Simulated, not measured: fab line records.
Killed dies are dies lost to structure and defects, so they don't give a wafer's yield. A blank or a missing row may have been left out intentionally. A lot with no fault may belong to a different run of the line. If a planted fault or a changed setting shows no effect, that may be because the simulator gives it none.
Struck lot and sound lot, side by side	flow berkeley-cmos170	15 steps out of a route of 331
Sound: these wafers, L369.2, L369.3, L369.6. Wafers L366.1, L366.3, L366.6 were the ones struck. The cause is named last.
At each step with rows: each side's tool, then ch and its chambers, then its first start. Under that, the readings that differ: sound wafers	struck wafers	difference of the means	sigmas: that difference in standard deviations of wafers without a fault.
alike: readings whose means differ by less than 2 such deviations, and words and numbers that are the same on both sides. not compared: withheld readings, readings that some wafer has no value for, bounds like >300 that may hide the same value, and numbers for which the record gives no deviation and whose values overlap.
Wherever a step has rows on one side only, a row that says differs or no value, or a row with sigmas, the two part there. Numbers that have no deviation but don't overlap get no sigmas and don't part them. A reading that every wafer of one side lacks parts them only if that side has two wafers or more.

first, 1 step without rows for these wafers: UCB170_PSD_IMPLANT_08.
UCB170_PSD_STRIP_09: strips in O2.
  sound on plasma-asher-01 ch 0,1, day 9 09:08; struck on plasma-asher-03 ch 1, day 8 15:53
  alike: drypump-motor-current-A, oes-product-au, strip-time-to-endpoint-s
  not compared: rf-hours-counter-h
UCB170_PSD_TW_MEAS_10:
  struck on film-metro-01, day 8 15:59; sound on film-metro-02, day 9 09:15
reading	sound	struck	difference	sigmas
PSD_TW	2274 2282 2276	2376 2372 2379	+98	+3
then, 7 steps without rows for these wafers: UCB170_PSD_CLEAN_11 (cleans in SPM, time 600 s); UCB170_NSD_HMDS_00 (prime time 60 s); UCB170_NSD_COAT_01 (resist thk 900 nm); UCB170_NSD_SOFTBAKE_02 (time 60 s); UCB170_NSD_EXPOSE_03 (exposes mask NSELECT MOD, target cd 1200 nm); UCB170_NSD_PEB_04; UCB170_NSD_DEVELOP_05 (develop time 45 s).
UCB170_NSD_CD_MEAS_06 targets a cd of 1200 nm.
  struck on cd-sem-01, day 8 17:45; sound on cd-sem-01, day 9 12:52
  alike: cd-nm
UCB170_NSD_OVL_MEAS_07:
  struck on overlay-02, day 8 17:52; sound on overlay-02, day 9 12:58
  alike: NSD_OVL
UCB170_NSD_IMPLANT_08:
  sound on implanter-04 ch 0, day 9 13:01; struck on implanter-01, day 8 17:55
  no value came back on the struck wafers for beam-energy-keV, beam-on-s (s); on the sound wafers beam-energy-keV reads 40.016 40.020 40.014
UCB170_NSD_STRIP_09: strips in O2.
  sound on plasma-asher-04 ch 0,1, day 9 13:08; struck on plasma-asher-02 ch 0,1, day 8 18:04
reading	sound	struck	difference	sigmas
oes-product-au (a.u.)	0.531 0.529 0.530	0.735 0.740 0.730	+0.205	+49
strip-time-to-endpoint-s (s)	35.91 35.94 35.91	21.76 21.74 21.68	-14.19	-99 or more
  alike: drypump-motor-current-A
  not compared: rf-hours-counter-h
UCB170_NSD_TW_MEAS_10:
  struck on film-metro-02, day 8 18:23; sound on film-metro-02, day 9 13:15
reading	sound	struck	difference	sigmas
NSD_TW	4106 4102 4103	30 30 29	-4074	-63
  not compared: hold

== WHERE THEY PART ==
At UCB170_PSD_TW_MEAS_10 first; at UCB170_NSD_TW_MEAS_10 last (within this record only).

WHY: what had been put in by the simulator
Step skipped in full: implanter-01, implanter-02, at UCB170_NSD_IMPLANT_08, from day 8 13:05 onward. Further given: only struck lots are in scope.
